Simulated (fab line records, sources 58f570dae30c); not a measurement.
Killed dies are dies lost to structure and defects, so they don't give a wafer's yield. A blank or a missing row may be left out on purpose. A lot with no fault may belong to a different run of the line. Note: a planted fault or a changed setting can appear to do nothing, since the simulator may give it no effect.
One fault through the eyes of 2 desks | flow berkeley-cmos170 | only its own numbers are on each desk; what lay behind them is given at the end

AT THE TOOL OWNER'S DESK: furnace-02
The tool's own readings at UCB170_NWELL_OXIDATION_01 (target thk 26.4 nm, ox time 1260 s): means of the sampled wafers that have a number, for each lot that ran on this tool. The brackets show how far a lot's mean lies from the usual mean; more than 4 standard deviations puts the lot out of limits, marked OUT.
Columns: A = spike-tc-load-C at UCB170_NWELL_OXIDATION_01, usual 1025.9 C
lot  | first seen here | A
L721 | day 3 09:10     | 1026.2
L722 | day 3 09:10     | 1025.4
L724 | day 3 19:52     | 1026.5
L725 | day 3 19:52     | 1025.2
L731 | day 5 03:09     | 1026.0
L733 | day 5 18:06     | 1025.3
L734 | day 5 18:06     | 1025.9
Result from this desk: across the 7 lots, nothing is out of limits.

METROLOGY DESK
What the gauges read, lot by lot, whatever tool the lot ran on: means of the sampled wafers that have a number. The brackets show how far a lot's mean lies from the usual mean; more than 4 standard deviations puts the lot out of limits, marked OUT.
Columns: A = NWELL_OXIDE_THK at UCB170_NWELL_THK_MEAS_02, usual 26.3 nm; B = PWELL_OXIDE_THK at UCB170_PWELL_THK_MEAS_03, usual 26.3 nm; C = ACTIVE_OXIDE_THK at UCB170_ACTIVE_THK_MEAS_03, usual 26.2 nm
lot  | first seen here | A               | B    | C
L718 | day 3 05:38     | 26.4            | 25.6 | 25.5
L719 | day 3 05:38     | 26.3            | 26.8 | 26.4
L721 | day 3 10:31     | 26.2            | 26.2 | 26.4
L722 | day 3 10:31     | 26.6            | 26.7 | 25.8
L723 | day 3 15:00     | 27.0            | 26.4 | 26.5
L724 | day 3 21:13     | 26.7            | 25.6 | 26.3
L725 | day 3 21:14     | 26.2            | 26.0 | 26.3
L726 | day 4 05:08     | 26.4            | 26.5 | 25.9
L727 | day 4 09:29     | 26.8            | 26.9 | 26.2
L729 | day 4 22:18     | 26.3            | 26.3 | 25.3
L731 | day 5 04:30     | 26.1            | 26.4 | 26.0
L733 | day 5 19:28     | 23.7 (-5.5) OUT | 26.7 | 26.0
L734 | day 5 19:28     | 23.5 (-6.0) OUT | 26.2 | 25.9
L739 | day 6 19:58     | 25.1            | 26.5 | 26.1
This desk reports L733, L734 out of limits; the earliest was L733 at day 5 19:28 (NWELL_OXIDE_THK at UCB170_NWELL_THK_MEAS_02). In limits: L718, L719, L721, L722, L723, L724, L725, L726, L727, L729, L731, L739.

BROUGHT TOGETHER
L733, L734 would have let the metrology desk raise an alarm at day 5 19:28.
The tool owner's desk saw nothing out of limits.
On record at the tool owner's desk: L733, L734, within its limits.
Of the lots named, all ran UCB170_NWELL_OXIDATION_01 on furnace-02.

WHAT THE SIMULATOR HAD INSERTED
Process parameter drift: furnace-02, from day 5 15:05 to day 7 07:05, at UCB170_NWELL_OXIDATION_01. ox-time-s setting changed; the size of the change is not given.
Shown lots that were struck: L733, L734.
Hours from the fault's start to each desk's first reading out of limits: the metrology desk, 4.
